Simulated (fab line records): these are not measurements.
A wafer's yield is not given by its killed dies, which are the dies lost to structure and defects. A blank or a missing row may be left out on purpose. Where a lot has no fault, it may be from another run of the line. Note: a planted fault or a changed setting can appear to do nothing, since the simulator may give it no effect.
8D (eight disciplines) problem report, filled in by code | flow berkeley-cmos170 | the parts of the form that need people (team, actions taken, sign-off) are left out

== 1. THE ISSUE ==
strip-time-to-endpoint-s at UCB170_V1_STRIP_15 reads a mean of 14.50 s on 1 wafer of 1 lot; wafers without a fault read 15.30 s with a standard deviation of 0.12. Measured from the usual mean, that is -6.7 standard deviations.
The step: strips in O2.
Earliest sighting: wafer L889.1 on plasma-asher-04 at day 11 00:37. At this step, 39 wafers from 13 lots have a number in the record. The rule behind "out" and "out of limits": a value lying over 4 standard deviations away from the usual mean. Any other wafer with a number is counted as sound.

== 2. WHAT IT IS; WHAT IT IS NOT ==
question                    | is                       | is not
which readings at this step | strip-time-to-endpoint-s | drypump-motor-current-A, oes-product-au
which lots                  | L889                     | L875, L876, L877, L878, L879, L880, L882, L884, L891, L893, L896, L897
which wafers of those lots  | L889.1                   | L889.2, L889.4
read on which tools         | plasma-asher-04          | plasma-asher-01, plasma-asher-02
when                        | from day 11 00:37        | up to then (26 sound wafers); but 12 sound wafers of L891, L893, L896, L897 came after

== 3. SUSPECTS, AND WHAT RULES EACH OUT ==
Counting: if a tool at a process step up to the reading ran every lot that is out, it stays a suspect. Sound lots after the first of them don't rule it out here, since some wafers of a struck lot are sound.
- rtp-anneal-02 at UCB170_CONTACT_RTA_08 (time 10 s): kept. The lot that is out, L889, ran on it at day 10 14:27; the last sound lot it ran before that was L880, at day 9 10:18.
- rie-diel-01 at UCB170_V1_ETCH_14 (etches SiO2 in CHF3/CF4/Ar, stops on Al, target depth 1250 nm, time 291 s): kept. The lot that is out, L889, ran on it at day 11 00:27; the last sound lot it ran before that was L884, at day 9 22:06.
- plasma-asher-04 at UCB170_V1_STRIP_15 (strips in O2): kept. The lot that is out, L889, ran on it at day 11 00:37; the last sound lot it ran before that was L878, at day 9 21:42. Out on those wafers are its own readings of strip-time-to-endpoint-s.
- In rie-diel-01 at UCB170_V1_ETCH_14, the wafers that are out were processed in chamber 3 and their sound lot-mates in chambers 0, 2.
- The sound lot-mates ran in chamber 1 of plasma-asher-04 at UCB170_V1_STRIP_15, but the wafers that are out ran in chamber 0.
Still standing after the count: rtp-anneal-02 at UCB170_CONTACT_RTA_08, rie-diel-01 at UCB170_V1_ETCH_14, plasma-asher-04 at UCB170_V1_STRIP_15.

== 4. THE CAUSE (what the simulator had put in) ==
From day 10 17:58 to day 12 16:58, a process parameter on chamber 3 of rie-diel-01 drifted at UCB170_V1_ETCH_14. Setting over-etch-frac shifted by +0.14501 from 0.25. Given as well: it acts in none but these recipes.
After counting, 3 suspects remain, this tool included.

== 5. SEQUENCE OF EFFECTS, ordered by route ==
Each row: a reading whose mean over the struck wafers that have a number lies more than 3 standard deviations from the usual. Readings are gone through only where the record gives a usual standard deviation; hours: the median, over the lots, of the time from a lot's start at the first step in this table giving one to that lot's start at this step; sigmas: the change measured in usual standard deviations.
hours | step               | reading                  | usual   | on struck wafers | change | sigmas
0     | UCB170_V1_STRIP_15 | strip-time-to-endpoint-s | 15.30 s | 14.50            | -0.80  | -6.7
It contains these process steps:
- UCB170_V1_STRIP_15: strips in O2.

== 6. HOW IT WOULD HAVE BEEN CAUGHT EARLIER ==
First out-of-limits reading in this record: day 11 00:37, which is 7 hours after fault onset at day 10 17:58.
An alarm limit of 4 standard deviations would not have fired on the tool readings at UCB170_V1_ETCH_14 for which the record gives a usual standard deviation, since none of them was out on any struck wafer.
Lots out: 1; all had begun UCB170_V1_ETCH_14 on rie-diel-01 by day 11 00:37. None of them would have been spared by holding the tool at that moment.
